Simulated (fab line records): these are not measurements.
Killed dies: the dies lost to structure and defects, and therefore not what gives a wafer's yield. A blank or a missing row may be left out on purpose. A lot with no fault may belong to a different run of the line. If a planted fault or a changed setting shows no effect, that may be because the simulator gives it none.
8D (eight disciplines) problem report, filled in by code -- flow berkeley_cmos170 -- the parts of the form that need people (team, actions taken, sign-off) are left out

## 1. PROBLEM STATEMENT
oes_product_au at UCB170_GATE_ETCH_15 reads a mean of 0.765 a.u. on 6 wafers of 2 lots; wafers without a fault read 0.839 a.u. with a standard deviation of 0.0089. That puts it -8.3 standard deviations away from the usual mean.
The step: etches poly-Si in HBr/Cl2, stops on SiO2, time 56.3 s, target depth 278.2 nm.
The first sign was on wafer L239.2 at day 9 19:44, on rie_si-01. The record has a number at this step for 36 wafers belonging to 12 lots. The rule behind "out" and "out of limits": a value lying over 4 standard deviations away from the usual mean. The rest of the wafers with a number are treated as sound.

## 2. WHAT IT IS, AND WHAT IT ISN'T
question,is,is not
which readings at this step,oes_product_au,"HBr_flow_sccm, bias_w, drypump_motor_current_A, throttle_valve_pct"
which lots,"L239, L240","L228, L229, L230, L231, L232, L236, L244, L245, L247, L249"
which wafers of those lots,all that have a number,-
read on which tools,rie_si-01,rie_si-02
when,from day 9 19:44,"up to then (18 sound wafers); but 12 sound wafers of L244, L245, L247, L249 came after"

## 3. WHAT RULES OUT EACH SUSPECT
Counting: a tool stays on the suspect list if, at a process step up to the reading, it processed all lots that are out and no sound lot following the first of them.
- rie_si-01 at UCB170_GATE_ETCH_15 (etches poly-Si in HBr/Cl2, stops on SiO2, time 56.3 s, target depth 278.2 nm): kept. It ran every lot that is out, first L239 (day 9 19:44), and no sound lot after that; its last sound lot up to then is L236 (day 9 08:48). Out on those wafers are its own readings of oes_product_au.
The count leaves rie_si-01 at UCB170_GATE_ETCH_15.

## 4. THE CAUSE (what the simulator had put in)
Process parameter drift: rie_si-01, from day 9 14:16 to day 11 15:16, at UCB170_GATE_ETCH_15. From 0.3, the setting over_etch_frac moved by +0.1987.
After counting, this tool was the only one left.

## 5. THE EFFECT CHAIN, in route order
Each row: a reading whose mean over the struck wafers that have a number lies more than 3 standard deviations from the usual. Scope: only readings with a usual standard deviation given in the record; hours: median across lots of the time from each lot's start at the first step in this table that gives one to its start at this step; sigmas: change in usual standard deviations.
hours,step,reading,usual,on struck wafers,change,sigmas
0,UCB170_GATE_ETCH_15,oes_product_au,0.839 a.u.,0.765,-0.074,-8.3
The process steps in it:
- UCB170_GATE_ETCH_15: etches poly-Si in HBr/Cl2, stops on SiO2, time 56.3 s, target depth 278.2 nm.
Later steps that measure or inspect, where all struck wafers having a row at the step show a number for every such reading and not one has moved that far: UCB170_M2_CD_MEAS_15.

## 6. WHAT WOULD HAVE CAUGHT IT SOONER
In this record no reading fell out of limits until day 9 19:44, 5 hours after the fault had begun at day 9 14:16.
